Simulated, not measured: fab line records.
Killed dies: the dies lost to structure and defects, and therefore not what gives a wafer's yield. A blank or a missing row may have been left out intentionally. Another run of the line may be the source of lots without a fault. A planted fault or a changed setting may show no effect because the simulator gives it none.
Which of the tools did it?	flow berkeley-cmos170	Sampling: 12 lots, 36 wafers, 3 of 331 route steps

## WHAT THE GAUGES READ, wafer by wafer
UCB170_PFIELD_TW_MEAS_09.
lot	measured	on	PFIELD_TW
L075	day 4 10:04	film-metro-03	593 597 593
L077	day 4 18:52	film-metro-04	606 606 606
L079	day 5 12:14	film-metro-03	597 591 595
L081	day 6 02:57	film-metro-03	594 599 596
L083	day 6 09:12	film-metro-03	597 596 598
L084	day 6 13:58	film-metro-03	595 593 597
L087	day 7 05:08	film-metro-04	607 608 610
L089	day 7 16:58	film-metro-02	602 599 602
L091	day 7 17:15	film-metro-03	597 595 597
L093	day 8 10:46	film-metro-03	597 593 595
L095	day 8 18:46	film-metro-02	600 599 600
L097	day 9 04:16	film-metro-04	608 608 609

## EACH LOT AND THE TOOL THAT RAN IT (in order: tool; ch and the chambers of the sampled wafers; start)
lot	UCB170_ZERO_ETCH_06	UCB170_PFIELD_STRIP_08
L075	rie-diel-01 ch 1,2,3, day 2 00:32	plasma-asher-04 ch 0, day 4 09:57
L077	rie-diel-01 ch 0,1,3, day 2 09:35	plasma-asher-04 ch 0,1, day 4 18:46
L079	rie-diel-01 ch 0,1,3, day 2 21:16	plasma-asher-02 ch 0,1, day 5 12:08
L081	rie-diel-03 ch 1,2, day 3 08:28	plasma-asher-02 ch 0,1, day 6 02:52
L083	rie-diel-01 ch 0,1,2, day 3 18:07	plasma-asher-02 ch 0,1, day 6 09:07
L084	rie-diel-01 ch 2,3, day 4 00:23	plasma-asher-03 ch 0,1, day 6 13:53
L087	rie-diel-03 ch 1,2,3, day 4 15:44	plasma-asher-02 ch 0,1, day 7 05:02
L089	rie-diel-04 ch 1,2, day 4 23:45	plasma-asher-02 ch 0,1, day 7 16:52
L091	rie-diel-01 ch 0,2, day 5 05:55	plasma-asher-04 ch 0,1, day 7 17:08
L093	rie-diel-01 ch 1,2,3, day 5 17:09	plasma-asher-03 ch 0,1, day 8 10:40
L095	rie-diel-03 ch 0,1,3, day 6 04:31	plasma-asher-03 ch 0,1, day 8 18:40
L097	rie-diel-04 ch 0,3, day 6 12:19	plasma-asher-03 ch 0,1, day 9 04:09
- UCB170_ZERO_ETCH_06: etches SiO2 in CHF3/CF4/Ar, time 12 s.
- UCB170_PFIELD_STRIP_08: strips in O2.

## THE ANSWER, worked out from the rows above alone
Rule: the lots themselves supply what counts as usual. The widest of any qualifying gaps counts: lots, ordered by their means at a reading, are off when they make up no more than a third of the lots, leave a main group of 4 or more, and stand apart from it by 3 or more times the standard deviation of that group's means. A main group is skipped when, at the precision printed for the reading in the tables above, its means are all equal. A lot without any number at a reading at which 4 lots or more have one is off too. Where the step has rows for the other lots, those lots are counted as sound.
No lot is off at any reading shown: from this, nothing can be told.

## WHAT THE SIMULATOR PUT IN
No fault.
